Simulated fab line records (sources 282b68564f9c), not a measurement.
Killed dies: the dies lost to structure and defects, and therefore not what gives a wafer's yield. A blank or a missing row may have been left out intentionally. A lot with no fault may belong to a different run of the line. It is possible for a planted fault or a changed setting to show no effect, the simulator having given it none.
Split-lot study / flow rit cmos / 23 wafers read across 5 lots, on a route 202 steps long

## THE SPLIT
At RIT_NRETRO_SOFTBAKE_02 (time 60 s), the setting temp c was moved away from the recipe's 90 C on 8 of the 23 wafers read, by -3.4% to +3.5%. The other wafers ran this setting at the recipe's value.

## FROM THE SPLIT TO THE READING: what the file shows between them, 2 steps
- RIT_NRETRO_EXPOSE_03: exposes mask M4, target cd 43900 nm
- RIT_NRETRO_PEB_04

## THE READING
NOVOLAK_of_NRETRO_COAT_01.thk nm (the simulator's own value, which no gauge read), in nm, at RIT_NRETRO_DEVELOP_05 (develop time 68 s). No usual value for it is given in the file. Here, 15 wafers ran the recipe; their average is 1301 nm with a standard deviation of 4.5 nm.

wafer=L075.2; tool, chamber at the split=litho track-03, 0; temp c as run, C=90; against the recipe=recipe; NOVOLAK_of_NRETRO_COAT_01.thk nm, nm=1298; against lot-mates on the recipe=-
wafer=L075.6; tool, chamber at the split=litho track-03, 0; temp c as run, C=90; against the recipe=recipe; NOVOLAK_of_NRETRO_COAT_01.thk nm, nm=1298; against lot-mates on the recipe=-
wafer=L075.3; tool, chamber at the split=litho track-03, 0; temp c as run, C=90; against the recipe=recipe; NOVOLAK_of_NRETRO_COAT_01.thk nm, nm=1299; against lot-mates on the recipe=-
wafer=L075.4; tool, chamber at the split=litho track-03, 0; temp c as run, C=90; against the recipe=recipe; NOVOLAK_of_NRETRO_COAT_01.thk nm, nm=1295; against lot-mates on the recipe=-
wafer=L075.5; tool, chamber at the split=litho track-03, 0; temp c as run, C=90; against the recipe=recipe; NOVOLAK_of_NRETRO_COAT_01.thk nm, nm=1297; against lot-mates on the recipe=-
wafer=L076.1; tool, chamber at the split=litho track-02, 0; temp c as run, C=90; against the recipe=recipe; NOVOLAK_of_NRETRO_COAT_01.thk nm, nm=1300; against lot-mates on the recipe=-
wafer=L076.2; tool, chamber at the split=litho track-02, 0; temp c as run, C=91.02; against the recipe=+1.1%; NOVOLAK_of_NRETRO_COAT_01.thk nm, nm=1301; against lot-mates on the recipe=-2
wafer=L076.5; tool, chamber at the split=litho track-02, 0; temp c as run, C=91.02; against the recipe=+1.1%; NOVOLAK_of_NRETRO_COAT_01.thk nm, nm=1301; against lot-mates on the recipe=-2
wafer=L076.3; tool, chamber at the split=litho track-02, 0; temp c as run, C=91.02; against the recipe=+1.1%; NOVOLAK_of_NRETRO_COAT_01.thk nm, nm=1298; against lot-mates on the recipe=-4
wafer=L076.4; tool, chamber at the split=litho track-02, 0; temp c as run, C=90; against the recipe=recipe; NOVOLAK_of_NRETRO_COAT_01.thk nm, nm=1305; against lot-mates on the recipe=-
wafer=L080.1; tool, chamber at the split=litho track-02, 0; temp c as run, C=90; against the recipe=recipe; NOVOLAK_of_NRETRO_COAT_01.thk nm, nm=1302; against lot-mates on the recipe=-
wafer=L080.2; tool, chamber at the split=litho track-02, 0; temp c as run, C=90; against the recipe=recipe; NOVOLAK_of_NRETRO_COAT_01.thk nm, nm=1305; against lot-mates on the recipe=-
wafer=L080.4; tool, chamber at the split=litho track-02, 0; temp c as run, C=90; against the recipe=recipe; NOVOLAK_of_NRETRO_COAT_01.thk nm, nm=1304; against lot-mates on the recipe=-
wafer=L084.1; tool, chamber at the split=litho track-03, 0; temp c as run, C=93.18; against the recipe=+3.5%; NOVOLAK_of_NRETRO_COAT_01.thk nm, nm=1284; against lot-mates on the recipe=-12
wafer=L084.2; tool, chamber at the split=litho track-03, 0; temp c as run, C=93.18; against the recipe=+3.5%; NOVOLAK_of_NRETRO_COAT_01.thk nm, nm=1287; against lot-mates on the recipe=-9
wafer=L084.3; tool, chamber at the split=litho track-03, 0; temp c as run, C=93.18; against the recipe=+3.5%; NOVOLAK_of_NRETRO_COAT_01.thk nm, nm=1286; against lot-mates on the recipe=-10
wafer=L084.4; tool, chamber at the split=litho track-03, 0; temp c as run, C=90; against the recipe=recipe; NOVOLAK_of_NRETRO_COAT_01.thk nm, nm=1294; against lot-mates on the recipe=-
wafer=L084.5; tool, chamber at the split=litho track-03, 0; temp c as run, C=90; against the recipe=recipe; NOVOLAK_of_NRETRO_COAT_01.thk nm, nm=1298; against lot-mates on the recipe=-
wafer=L085.1; tool, chamber at the split=litho track-03, 0; temp c as run, C=90; against the recipe=recipe; NOVOLAK_of_NRETRO_COAT_01.thk nm, nm=1305; against lot-mates on the recipe=-
wafer=L085.2; tool, chamber at the split=litho track-03, 0; temp c as run, C=86.95; against the recipe=-3.4%; NOVOLAK_of_NRETRO_COAT_01.thk nm, nm=1315; against lot-mates on the recipe=+8
wafer=L085.4; tool, chamber at the split=litho track-03, 0; temp c as run, C=86.95; against the recipe=-3.4%; NOVOLAK_of_NRETRO_COAT_01.thk nm, nm=1318; against lot-mates on the recipe=+11
wafer=L085.5; tool, chamber at the split=litho track-03, 0; temp c as run, C=90; against the recipe=recipe; NOVOLAK_of_NRETRO_COAT_01.thk nm, nm=1307; against lot-mates on the recipe=-
wafer=L085.6; tool, chamber at the split=litho track-03, 0; temp c as run, C=90; against the recipe=recipe; NOVOLAK_of_NRETRO_COAT_01.thk nm, nm=1310; against lot-mates on the recipe=-

FIT RESULTS
A straight line over all 23 wafers: NOVOLAK_of_NRETRO_COAT_01.thk nm changes by -4.29 nm for each +1% of temp c; r = -0.87; the points scatter about the line by 4.1 nm.
The same after taking each lot's own level away (the mean of its wafers on the recipe; 23 wafers): -2.8 nm for each +1%; r = -0.94; scatter 1.8 nm.
The reading moves by 9.9 nm for the largest change in temp c, on that fit.
The span of the lots' own levels, 1296.0 to 1307.3 nm, comes to 2.5 times the standard deviation stated above.
Thus the slope moves with the lot-to-lot level: the two fits are different.
Check: for one of the wafers moved furthest among these (+3.5%), held out of the fit, the line's prediction against its lot-mates is -9.34 nm. Against them it came out at -12 nm.

## FURTHER SPLITS ON THESE WAFERS
Note: prior to the reading, these wafers also went through further splits. Each is held against what the fit with the lots' levels taken away leaves over:
other split on the same wafers=RIT_ACTIVE_COAT_06 spin rpm; wafers away from the commonest value=11; r with NOVOLAK_of_NRETRO_COAT_01.thk nm (lot level and that fit taken away)=+0.04
other split on the same wafers=RIT_ACTIVE_HARDBAKE_12 temp c; wafers away from the commonest value=10; r with NOVOLAK_of_NRETRO_COAT_01.thk nm (lot level and that fit taken away)=+0.01

## THE FILE'S OWN FIT
NOVOLAK_of_NRETRO_COAT_01.thk nm changes by -2.82 nm for each +1% of temp c, r = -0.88.
